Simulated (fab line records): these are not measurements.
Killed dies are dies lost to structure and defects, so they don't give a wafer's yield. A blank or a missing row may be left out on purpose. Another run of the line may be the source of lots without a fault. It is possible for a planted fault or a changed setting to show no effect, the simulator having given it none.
Split-lot trial ; flow berkeley cmos170 ; 23 wafers read across 5 lots, on a route 331 steps long

== ABOUT THE SPLIT ==
At UCB170_START_OXIDATION_02 (target thk 20 nm, ox time 1800 s), the setting ox time s was moved away from the recipe's 1800 s on 10 of the 23 wafers read, by -13.7% to +11.8%. This setting was run at the recipe's value on the other wafers.

There is no step in the file separating the split from the reading.

== THE READING ==
START_OXIDE_THK at UCB170_START_THK_MEAS_03, in nm. Typical for fault-free wafers on this fab line: 20.05 nm, with standard deviation 0.23 nm.

wafer;tool, chamber at the split;ox time s as run, s;against the recipe;START_OXIDE_THK, nm;against lot-mates on the recipe
L076.1;-, -;1800;recipe;20.11;-
L076.2;-, -;1800;recipe;20.34;-
L076.3;-, -;1800;recipe;20.02;-
L076.4;-, -;1800;recipe;20.19;-
L076.5;-, -;1800;recipe;20.23;-
L078.2;-, -;1800;recipe;19.88;-
L078.3;-, -;1800;recipe;20.28;-
L078.4;-, -;1800;recipe;20.25;-
L078.5;-, -;1800;recipe;19.56;-
L078.6;-, -;1800;recipe;20.07;-
L079.1;-, -;1553;-13.7%;18.23;no lot-mate on the recipe
L079.2;-, -;1553;-13.7%;18.33;no lot-mate on the recipe
L079.4;-, -;1553;-13.7%;18.51;no lot-mate on the recipe
L079.5;-, -;1553;-13.7%;18.36;no lot-mate on the recipe
L079.6;-, -;1553;-13.7%;18.50;no lot-mate on the recipe
L080.1;-, -;2013;+11.8%;21.52;no lot-mate on the recipe
L080.2;-, -;2013;+11.8%;21.81;no lot-mate on the recipe
L080.3;-, -;2013;+11.8%;21.52;no lot-mate on the recipe
L080.5;-, -;2013;+11.8%;21.41;no lot-mate on the recipe
L080.6;-, -;2013;+11.8%;21.37;no lot-mate on the recipe
L082.2;furnace-01, 0;1800;recipe;20.35;-
L082.4;furnace-01, 0;1800;recipe;20.20;-
L082.6;furnace-01, 0;1800;recipe;20.47;-

FIT RESULTS
A straight line over all 23 wafers: START_OXIDE_THK changes by +0.123 nm for each +1% of ox time s; r = +0.98; the points scatter about the line by 0.2 nm.
Too few moved wafers have a lot-mate on the recipe to fit a line with each lot's own level taken away.

== THE WHOLE CHAIN: every reading that the file lists as answering this split, in the file's order ==
step;what it does;reading;change (the file's fit);r (the file's)
UCB170_START_OXIDATION_02;target thk 20 nm, ox time 1800 s;SiO2_of_START_OXIDATION_02.thk nm (the simulator's own value, which no gauge read);+0.123 nm for each +1% of the setting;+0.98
UCB170_START_THK_MEAS_03;;START_OXIDE_THK;+0.123 for each +1% of the setting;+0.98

== THE FILE'S OWN FIT ==
START_OXIDE_THK changes by +0.123 nm for each +1% of ox time s, r = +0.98.
